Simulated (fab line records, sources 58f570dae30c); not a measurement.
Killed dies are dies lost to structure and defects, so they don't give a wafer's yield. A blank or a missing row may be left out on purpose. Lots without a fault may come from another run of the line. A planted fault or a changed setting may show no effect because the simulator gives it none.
fab line records | flow berkeley_cmos170 | part 2 of 2: steps 24 to 33 of 33
record lots=5 wafers=15 last_day=11
route steps=331 shown PWELL@35 WELLDRIVE@55 ACTIVE@60
lots that met no fault: from a run of the same line without faults
start_h: hours from the record's first day to the start of the lot's first wafer shown | wait_h: hours since the lot's step before | " the same as in the row above | L1.1+2: a row that stands for several wafers | - no value, or no start given | * or withheld: withheld | < > ~ a bound
route shown NAME@n: a module of which the file shows steps, and the number in the route of the first | usual: mean/standard deviation of fault-free wafers | same: alike in all rows | chamber/n: place in a boat | sites: the reading at each site | _std_site: their standard deviation | _edge_site: outer sites' mean less inner sites' | radius_mm: how far each site lies from the wafer's centre | mask NAME#n: copy n | behind: the tool/chamber that last shaped the wafer | hold: why the lot was held/for how many hours/how that ended | device: the transistor (n, p or np) that didn't switch | end of line: the same wafers' tests at the end of the route | a step without rows: its recipe alone | killed: dies lost to structure and defects at the first sort, not the wafer's yield | map: a wafer's dies, x killed, . not, _ none there
set.NAME: the setting as run; set.NAME@STEP: as run at that earlier step | model.NAME: the simulator's own value behind a step, which no gauge read
lots at some steps of the route; a table a step, a row a wafer
services: from which hour (start_h, from the record's first day; less than 0 if before it) a tool's chamber was out of use, for how many hours, and why
## steps
# step UCB170_WELLDRIVE_ANNEAL_03
# recipe temp_c=1100 time_s=900 ambient=N2
# usual spike_tc_centre_C=1102.5/0.93
# columns lot.wafer tool chamber start_h wait_h spike_tc_centre_C
L076.1 furnace-03 0 81.84 4.9 1101.2
L076.3 " 0 " " 1103.0
L076.5 " 0 " " 1103.0
L077.1 furnace-04 0 92.04 4.8 1103.1
L077.3 " 0 " " 1103.0
L077.5 " 0 " " 1103.2
L078.2 furnace-04 0 97.54 3.8 1101.5
L078.3 " 0 " " 1101.4
L078.4 " 0 " " 1102.5
L079.3 furnace-01 0 106.78 2.3 1103.4
L079.5 " 0 " " 1103.0
L079.6 " 0 " " 1102.0
L097.1 furnace-01 0 170.23 2.5 1103.3
L097.5 " 0 " " 1101.5
L097.6 " 0 " " 1104.2
# step UCB170_WELLDRIVE_WET_ETCH_04
# recipe chemistry=BOE dilution=5:1 target=SiO2 temp_c=25 time_s=120
# usual temp_c=25.03/0.097
# columns lot.wafer tool chamber start_h wait_h temp_c
L076.1 wet_bench-04 2 84.13 1.0 25.01
L076.3 " 2 " " 25.05
L076.5 " 2 " " 24.98
L077.1 wet_bench-01 0 93.81 0.5 25.01
L077.3 " 0 " " 25.04
L077.5 " 0 " " 25.08
L078.2 wet_bench-01 0 98.87 0.1 24.96
L078.3 " 0 " " 25.04
L078.4 " 0 " " 25.00
L079.3 wet_bench-02 2 110.82 2.8 24.96
L079.5 " 2 " " 25.14
L079.6 " 2 " " 25.17
L097.1 wet_bench-01 2 171.55 0.1 25.18
L097.5 " 2 " " 25.08
L097.6 " 2 " " 25.15
# step UCB170_ACTIVE_CLEAN_00
# recipe chemistry=SPM temp_c=120 time_s=600
# usual bath_guard_temp_C=120.2/0.64 temp_c=119.96/0.13
# columns lot.wafer tool chamber start_h wait_h bath_guard_temp_C temp_c
L076.1 wet_bench-01 2 84.23 0.0 120.8 120.00
L076.3 " 2 " " 120.6 119.79
L076.5 " 2 " " 121.1 120.04
L077.1 wet_bench-01 2 94.04 0.2 120.6 119.94
L077.3 " 2 " " 120.6 119.93
L077.5 " 2 " " 120.6 119.95
L078.2 wet_bench-01 0 98.91 0.0 121.4 119.97
L078.3 " 0 " " 121.5 120.06
L078.4 " 0 " " 121.2 119.77
L079.3 wet_bench-02 1 111.47 0.6 119.7 120.04
L079.5 " 1 " " 119.7 119.84
L079.6 " 1 " " 119.4 119.96
L097.1 wet_bench-01 1 171.77 0.2 119.1 119.95
L097.5 " 1 " " 119.7 119.84
L097.6 " 1 " " 119.1 120.21
# step UCB170_ACTIVE_CLEAN_01
# recipe chemistry=dHF dilution=25:1 time_s=60
# columns lot.wafer tool chamber start_h wait_h
L076.1+3+5 wet_bench-01 2 84.58 0.2
L077.1+3+5 wet_bench-04 3 95.87 1.7
L078.2+3+4 wet_bench-01 3 99.09 0.0
L079.3+5+6 wet_bench-02 1 111.99 0.3
L097.1+5+6 wet_bench-01 3 172.12 0.2
# step UCB170_ACTIVE_OXIDATION_02
# recipe temp_c=1000 ambient=O2 target_thk_a=264 ox_time_s=1260
# usual spike_tc_centre_C=1002.8/0.93
# columns lot.wafer tool chamber start_h wait_h spike_tc_centre_C
L076.1 furnace-01 0 88.55 3.9 1003.7
L076.3 " 0 " " 1002.1
L076.5 " 0 " " 1003.6
L077.1 furnace-03 0 98.35 2.5 1003.2
L077.3 " 0 " " 1003.6
L077.5 " 0 " " 1003.3
L078.2 furnace-01 0 102.83 3.7 1002.0
L078.3 " 0 " " 1004.1
L078.4 " 0 " " 1002.0
L079.3 furnace-02 0 113.30 1.3 1002.3
L079.5 " 0 " " 1004.1
L079.6 " 0 " " 1001.9
L097.1 furnace-02 0 174.25 2.1 1003.0
L097.5 " 0 " " 1004.0
L097.6 " 0 " " 1001.7
# step UCB170_ACTIVE_THK_MEAS_03
# recipe reads=SiO2_of_ACTIVE_OXIDATION_02
# usual ACTIVE_OXIDE_THK=26.1/0.54
# columns lot.wafer tool chamber start_h wait_h ACTIVE_OXIDE_THK[nm]
L076.1 film_metro-02 - 89.90 0.0 25.5
L076.3 " - " " 25.7
L076.5 " - " " 26.0
L077.1 film_metro-02 - 99.70 0.0 26.6
L077.3 " - " " 26.4
L077.5 " - " " 26.6
L078.2 film_metro-02 - 104.19 0.0 26.2
L078.3 " - " " 27.1
L078.4 " - " " 26.7
L079.3 film_metro-04 - 114.67 0.0 26.5
L079.5 " - " " 26.3
L079.6 " - " " 26.3
L097.1 film_metro-04 - 175.60 0.0 26.1
L097.5 " - " " 26.6
L097.6 " - " " 26.7
# step UCB170_ACTIVE_ANNEAL_04
# recipe temp_c=1000 time_s=900 ambient=N2
# usual spike_tc_centre_C=1002.6/0.91
# columns lot.wafer tool chamber start_h wait_h spike_tc_centre_C
L076.1 furnace-01 0 93.06 3.2 1004.7
L076.3 " 0 " " 1003.4
L076.5 " 0 " " 1001.9
L077.1 furnace-03 0 104.45 4.7 1002.7
L077.3 " 0 " " 1001.7
L077.5 " 0 " " 1003.1
L078.2 furnace-03 0 104.45 0.3 1002.4
L078.3 " 0 " " 1002.8
L078.4 " 0 " " 1004.7
L079.3 furnace-01 0 117.86 3.2 1004.7
L079.5 " 0 " " 1001.7
L079.6 " 0 " " 1004.3
L097.1 furnace-02 0 176.85 1.2 1004.3
L097.5 " 0 " " 1002.0
L097.6 " 0 " " 1002.2
# step UCB170_ACTIVE_CVD_05
# recipe material=Si3N4 target_thk_nm=220 temp_c=800 precursor=SiH2Cl2/NH3 time_s=3300 pressure_mtorr=200 sih2cl2_flow_sccm=25 nh3_flow_sccm=75
# usual spike_tc_centre_C=802.4/1.1
# columns lot.wafer tool chamber start_h wait_h spike_tc_centre_C
L076.1 lpcvd-02 1 94.94 0.6 804.0
L076.3 " 1 " " 803.9
L076.5 " 1 " " 804.5
L077.1 lpcvd-01 0 105.70 0.0 803.0
L077.3 " 0 " " 802.6
L077.5 " 0 " " 802.4
L078.2 lpcvd-01 1 105.70 0.0 802.1
L078.3 " 1 " " 803.0
L078.4 " 1 " " 802.3
L079.3 lpcvd-01 1 119.11 0.0 801.4
L079.5 " 1 " " 801.7
L079.6 " 1 " " 801.4
L097.1 lpcvd-01 1 178.48 0.4 802.7
L097.5 " 1 " " 802.6
L097.6 " 1 " " 800.3
# step UCB170_ACTIVE_THK_MEAS_06
# recipe reads=Si3N4_of_ACTIVE_CVD_05
# usual ACTIVE_NITRIDE_THK=220.3/2.1
# columns lot.wafer tool chamber start_h wait_h ACTIVE_NITRIDE_THK[nm]
L076.1 film_metro-02 - 97.81 0.0 220.9
L076.3 " - " " 218.8
L076.5 " - " " 219.8
L077.1 film_metro-02 - 107.62 0.0 218.7
L077.3 " - " " 219.4
L077.5 " - " " 220.8
L078.2 film_metro-04 - 107.63 0.0 218.1
L078.3 " - " " 218.8
L078.4 " - " " 218.0
L079.3 film_metro-02 - 122.01 0.0 222.1
L079.5 " - " " 222.3
L079.6 " - " " 220.1
L097.1 film_metro-01 - 180.45 0.1 217.8
L097.5 " - " " 217.0
L097.6 " - " " 218.8
# step UCB170_ACTIVE_HMDS_07
# recipe prime_time_s=60 prime_temp_c=100
# usual exhaust_pa=45.3/0.91 resist_line_temp_C=22.98/0.11
# columns lot.wafer tool chamber start_h wait_h exhaust_pa resist_line_temp_C
L076.1 litho_track-01 0 97.87 0.1 43.0 22.83
L076.3 " 0 " " 44.1 22.81
L076.5 " 0 " " 44.3 22.82
L077.1 litho_track-03 0 107.68 0.1 46.4 23.06
L077.3 " 0 " " 44.6 22.86
L077.5 " 0 " " 45.0 22.89
L078.2 litho_track-01 0 107.84 0.2 46.3 22.92
L078.3 " 0 " " 45.7 23.00
L078.4 " 0 " " 44.9 23.11
L079.3 litho_track-01 0 122.25 0.2 45.4 23.06
L079.5 " 0 " " 44.1 22.83
L079.6 " 0 " " 43.6 22.80
L097.1 litho_track-02 0 181.32 0.9 47.1 22.89
L097.5 " 0 " " 46.3 22.97
L097.6 " 0 " " 45.5 23.02
## services
# columns tool chamber start_h hours kind
furnace-02 - 30.33 56.7 pm
plasma_asher-03 - 36.13 2.5 repair
furnace-03 - 41.21 14.5 pm
krf_scanner-01 - 44.14 1.3 pm
plasma_asher-03 - 50.26 1.4 repair
furnace-01 - 56.54 3.6 pm
rie_diel-04 0 57.09 6.3 repair
rie_diel-04 - 58.76 4.3 pm
lpcvd-02 - 63.39 0.8 repair
krf_scanner-02 - 66.04 1.3 pm
krf_scanner-02 - 77.51 2.6 repair
furnace-03 - 77.62 2.7 pm
krf_scanner-01 - 81.69 54.7 repair
furnace-02 - 87.08 5.2 pm
furnace-02 - 92.30 4.0 pm
implanter-01 - 95.34 2.9 repair
furnace-04 - 113.99 4.2 pm
krf_scanner-02 - 137.19 3.6 pm
furnace-03 - 139.69 4.4 pm
krf_scanner-02 - 141.75 0.8 pm
krf_scanner-02 - 142.50 1.0 pm
implanter-02 - 150.03 2.5 repair
implanter-02 - 152.59 11.0 pm
krf_scanner-02 - 155.80 0.8 pm
